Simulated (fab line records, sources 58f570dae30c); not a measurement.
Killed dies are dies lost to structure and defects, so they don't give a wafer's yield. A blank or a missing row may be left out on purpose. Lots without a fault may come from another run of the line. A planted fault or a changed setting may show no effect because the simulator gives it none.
Which tool did it? | flow berkeley_cmos170 | 15 lots, 45 wafers sampled, at 4 steps of a route of 331

WHAT THE GAUGES READ, wafer by wafer
UCB170_V1_OVL_MEAS_13.
lot  | measured     | on         | V1_OVL (nm)
L949 | day 8 21:39  | overlay-01 | 13 -4 0
L948 | day 8 22:20  | overlay-01 | 6 2 5
L950 | day 9 11:51  | overlay-01 | -11 2 -3
L953 | day 9 22:49  | overlay-02 | 0 8 8
L955 | day 10 14:12 | overlay-02 | -10 -9 6
L958 | day 10 14:09 | overlay-02 | 8 1 -1
L962 | day 12 00:37 | overlay-02 | -3 3 -8
L964 | day 11 23:14 | overlay-01 | -1 -1 -1
L963 | day 12 01:47 | overlay-01 | -1 -8 6
L961 | day 12 02:03 | overlay-01 | 3 1 9
L965 | day 12 20:12 | overlay-02 | 0 1 5
L966 | day 12 20:27 | overlay-01 | 6 -1 6
L969 | day 13 06:28 | overlay-01 | -12 -6 -9
L968 | day 13 08:10 | overlay-01 | 19 9 11
L967 | day 13 12:32 | overlay-01 | 5 9 4

UCB170_M2_CD_MEAS_15: target cd 700 nm.
lot  | measured     | on        | cd_nm (nm)
L949 | day 9 00:47  | cd_sem-01 | 701.1 700.4 701.2
L948 | day 9 01:42  | cd_sem-01 | 702.0 700.4 701.3
L950 | day 9 14:33  | cd_sem-01 | 701.4 700.9 700.8
L953 | day 10 02:05 | cd_sem-02 | 700.1 701.3 699.9
L955 | day 10 17:50 | cd_sem-02 | 699.6 700.6 700.6
L958 | day 10 17:40 | cd_sem-02 | 701.3 699.3 699.7
L962 | day 12 03:12 | cd_sem-02 | 697.9 699.1 698.8
L964 | day 12 01:54 | cd_sem-01 | 700.0 699.7 699.8
L963 | day 12 04:16 | cd_sem-02 | 698.8 699.9 700.3
L961 | day 12 04:41 | cd_sem-02 | 701.3 700.5 702.5
L965 | day 13 02:10 | cd_sem-01 | 701.6 702.9 702.3
L966 | day 13 02:51 | cd_sem-02 | 702.3 704.1 702.1
L969 | day 13 09:26 | cd_sem-02 | 702.1 701.3 700.9
L968 | day 13 10:46 | cd_sem-01 | 696.5 698.6 698.5
L967 | day 13 15:46 | cd_sem-02 | 700.3 701.5 701.7

WHICH TOOL RAN EACH LOT (tool, then ch and the chambers of the sampled wafers, then the start)
lot  | UCB170_NVT_DEVELOP_05             | UCB170_CONTACT_RTA_08
L949 | litho_track-03 ch 0, day 6 22:00  | rtp_anneal-02 ch 0, day 8 10:17
L948 | litho_track-04 ch 0, day 6 22:00  | rtp_anneal-01 ch 0, day 8 10:30
L950 | litho_track-01 ch 0, day 7 07:00  | rtp_anneal-02 ch 0, day 9 03:28
L953 | litho_track-01 ch 0, day 7 23:00  | rtp_anneal-01 ch 0, day 9 13:55
L955 | litho_track-03 ch 0, day 8 14:00  | rtp_anneal-01 ch 0, day 10 05:43
L958 | litho_track-03 ch 0, day 8 15:00  | rtp_anneal-02 ch 0, day 10 05:27
L962 | litho_track-03, day 10 00:00      | rtp_anneal-01 ch 0, day 11 17:05
L964 | litho_track-01 ch 0, day 10 00:00 | rtp_anneal-01 ch 0, day 11 16:28
L963 | litho_track-03, day 10 00:00      | rtp_anneal-02 ch 0, day 11 17:04
L961 | litho_track-01, day 10 00:00      | rtp_anneal-02 ch 0, day 11 18:50
L965 | litho_track-04 ch 0, day 10 13:00 | rtp_anneal-01 ch 0, day 12 10:32
L966 | litho_track-01 ch 0, day 10 14:00 | rtp_anneal-02 ch 0, day 12 10:36
L969 | litho_track-03 ch 0, day 11 04:00 | rtp_anneal-01 ch 0, day 12 20:47
L968 | litho_track-03 ch 0, day 11 04:00 | rtp_anneal-02 ch 0, day 12 21:15
L967 | litho_track-03 ch 0, day 11 04:00 | rtp_anneal-01 ch 0, day 13 04:32
- UCB170_NVT_DEVELOP_05: develop time 45 s.
- UCB170_CONTACT_RTA_08: time 10 s.

WHAT THE TOOLS THEMSELVES READ (means of the sampled wafers that have a number; where no wafer has one, the mark that the record gives instead)
UCB170_NVT_DEVELOP_05.
lot  | tool           | chill_plate_temp_C (C)
L949 | litho_track-03 | 23.06
L948 | litho_track-04 | 23.09
L950 | litho_track-01 | 23.13
L953 | litho_track-01 | 22.96
L955 | litho_track-03 | 22.99
L958 | litho_track-03 | 23.04
L962 | litho_track-03 | -
L964 | litho_track-01 | 22.89
L963 | litho_track-03 | -
L961 | litho_track-01 | -
L965 | litho_track-04 | 23.05
L966 | litho_track-01 | 22.96
L969 | litho_track-03 | 22.99
L968 | litho_track-03 | 22.96
L967 | litho_track-03 | 22.86

UCB170_CONTACT_RTA_08.
lot  | tool          | lamp_power_pct (%) | wafer_temp_C_max
L949 | rtp_anneal-02 | 25.2               | 903.5
L948 | rtp_anneal-01 | 26.2               | 902.8
L950 | rtp_anneal-02 | 25.2               | 903.5
L953 | rtp_anneal-01 | 26.2               | 903.9
L955 | rtp_anneal-01 | 26.2               | 904.1
L958 | rtp_anneal-02 | 25.2               | 904.6
L962 | rtp_anneal-01 | 26.2               | 903.1
L964 | rtp_anneal-01 | 26.2               | 903.4
L963 | rtp_anneal-02 | 25.2               | 903.6
L961 | rtp_anneal-02 | 25.2               | 904.2
L965 | rtp_anneal-01 | 26.2               | 903.8
L966 | rtp_anneal-02 | 25.2               | 903.5
L969 | rtp_anneal-01 | 26.2               | 903.6
L968 | rtp_anneal-02 | 25.2               | 904.6
L967 | rtp_anneal-01 | 26.2               | 904.1

THE ANSWER, worked out from the rows above alone
Rule: what is usual is taken from the lots themselves. Put in order of their means at a reading, lots are off if they are a third of the lots or fewer, leave a main group of 4 or more, and stand apart from it by a gap of 3 or more times the standard deviation of the main group's means; of several such gaps the widest counts. A main group whose means are all the same, to the digits that the tables above print for the reading, isn't used. A lot without any number at a reading at which 4 lots or more have one is off too. The other lots that the step has rows for count as sound. The gauges are gone through in route order, then the tools' own readings, and for those a lot's mean is taken as printed above. The first step at which some lot is off is used, and at that step the reading that is off furthest; a lot without a number counts as furthest.
Off: L962, L963, L961, at UCB170_NVT_DEVELOP_05 (chill_plate_temp_C). Without a number there: L962, L963, L961. The main group: mean 23.00 C, standard deviation 0.076.
A tool fits if, at that step or a process step before it, it ran every lot that is off, and no sound lot after the first of them. None of those tried fits.

WHAT THE SIMULATOR HAD PUT IN
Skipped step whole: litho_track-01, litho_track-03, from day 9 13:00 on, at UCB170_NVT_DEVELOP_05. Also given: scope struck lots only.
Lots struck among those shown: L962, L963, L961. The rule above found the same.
